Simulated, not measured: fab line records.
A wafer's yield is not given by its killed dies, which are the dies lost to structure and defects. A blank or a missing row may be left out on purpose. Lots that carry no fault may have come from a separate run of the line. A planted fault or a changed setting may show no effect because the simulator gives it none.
The tool behind it: which one? || flow ritCmos || 21 wafers from 7 lots sampled at 3 of the route's 202 steps

## WHAT THE GAUGES READ, wafer by wafer
RIT_PSD_TW_MEAS_10.
{"lot": "L559", "measured": "day 3 13:05", "on": "filmMetro-03", "PSD_TW": "3414 3411 3410"}
{"lot": "L562", "measured": "day 4 06:08", "on": "filmMetro-02", "PSD_TW": "3494 3499 3514"}
{"lot": "L564", "measured": "day 4 12:05", "on": "filmMetro-01", "PSD_TW": "30 30 30"}
{"lot": "L572", "measured": "day 5 22:08", "on": "filmMetro-01", "PSD_TW": "3433 3408 3412"}
{"lot": "L574", "measured": "day 6 10:36", "on": "filmMetro-01", "PSD_TW": "3413 3406 3422"}
{"lot": "L576", "measured": "day 6 20:16", "on": "filmMetro-01", "PSD_TW": "3436 3452 3429"}
{"lot": "L579", "measured": "day 7 09:07", "on": "filmMetro-02", "PSD_TW": "3509 3514 3491"}

## WHAT TOOL EACH LOT RAN ON (gives the tool, then ch and the chambers of the sampled wafers, and finally the start)
{"lot": "L559", "RIT_PRETRO_STRIP_09": "plasmaAsher-04 ch 0,1, day 2 15:32", "RIT_NSD_STRIP_09": "plasmaAsher-02 ch 0,1, day 3 11:20"}
{"lot": "L562", "RIT_PRETRO_STRIP_09": "plasmaAsher-04 ch 0, day 3 11:45", "RIT_NSD_STRIP_09": "plasmaAsher-01 ch 0,1, day 4 04:04"}
{"lot": "L564", "RIT_PRETRO_STRIP_09": "plasmaAsher-04 ch 0,1, day 3 17:59", "RIT_NSD_STRIP_09": "plasmaAsher-02 ch 0,1, day 4 10:20"}
{"lot": "L572", "RIT_PRETRO_STRIP_09": "plasmaAsher-02 ch 0,1, day 5 05:19", "RIT_NSD_STRIP_09": "plasmaAsher-02 ch 0,1, day 5 20:32"}
{"lot": "L574", "RIT_PRETRO_STRIP_09": "plasmaAsher-04 ch 0,1, day 5 16:00", "RIT_NSD_STRIP_09": "plasmaAsher-01 ch 0,1, day 6 09:00"}
{"lot": "L576", "RIT_PRETRO_STRIP_09": "plasmaAsher-04 ch 0,1, day 6 02:43", "RIT_NSD_STRIP_09": "plasmaAsher-04 ch 0,1, day 6 18:40"}
{"lot": "L579", "RIT_PRETRO_STRIP_09": "plasmaAsher-04 ch 0,1, day 6 15:49", "RIT_NSD_STRIP_09": "plasmaAsher-02 ch 0,1, day 7 07:24"}
- RIT_PRETRO_STRIP_09: strips in O2, time 180 s.
- RIT_NSD_STRIP_09: strips in O2, time 180 s.

## THE ANSWER, worked out from the rows above alone
Rule: what is usual is taken from the lots themselves. Put in order of their means at a reading, lots are off if they are a third of the lots or fewer, leave a main group of 4 or more, and stand apart from it by a gap of 3 or more times the standard deviation of the main group's means; of several such gaps the widest counts. Not used: any main group whose means are identical at the precision the tables above print for the reading. Also off: a lot with no number at a reading for which 4 or more lots have one. Any other lot the step has rows for is counted as sound.
Off: L564, at RIT_PSD_TW_MEAS_10 (PSD_TW). Main group: mean 3448, sd 40.
A tool fits if, at a process step before that reading, it ran every lot that is off, and no sound lot after the first of them. Those tools and the gauges at RIT_PSD_TW_MEAS_10 are tried in the same way. Not one of the candidates tried fits.

## WHAT THE SIMULATOR PUT IN
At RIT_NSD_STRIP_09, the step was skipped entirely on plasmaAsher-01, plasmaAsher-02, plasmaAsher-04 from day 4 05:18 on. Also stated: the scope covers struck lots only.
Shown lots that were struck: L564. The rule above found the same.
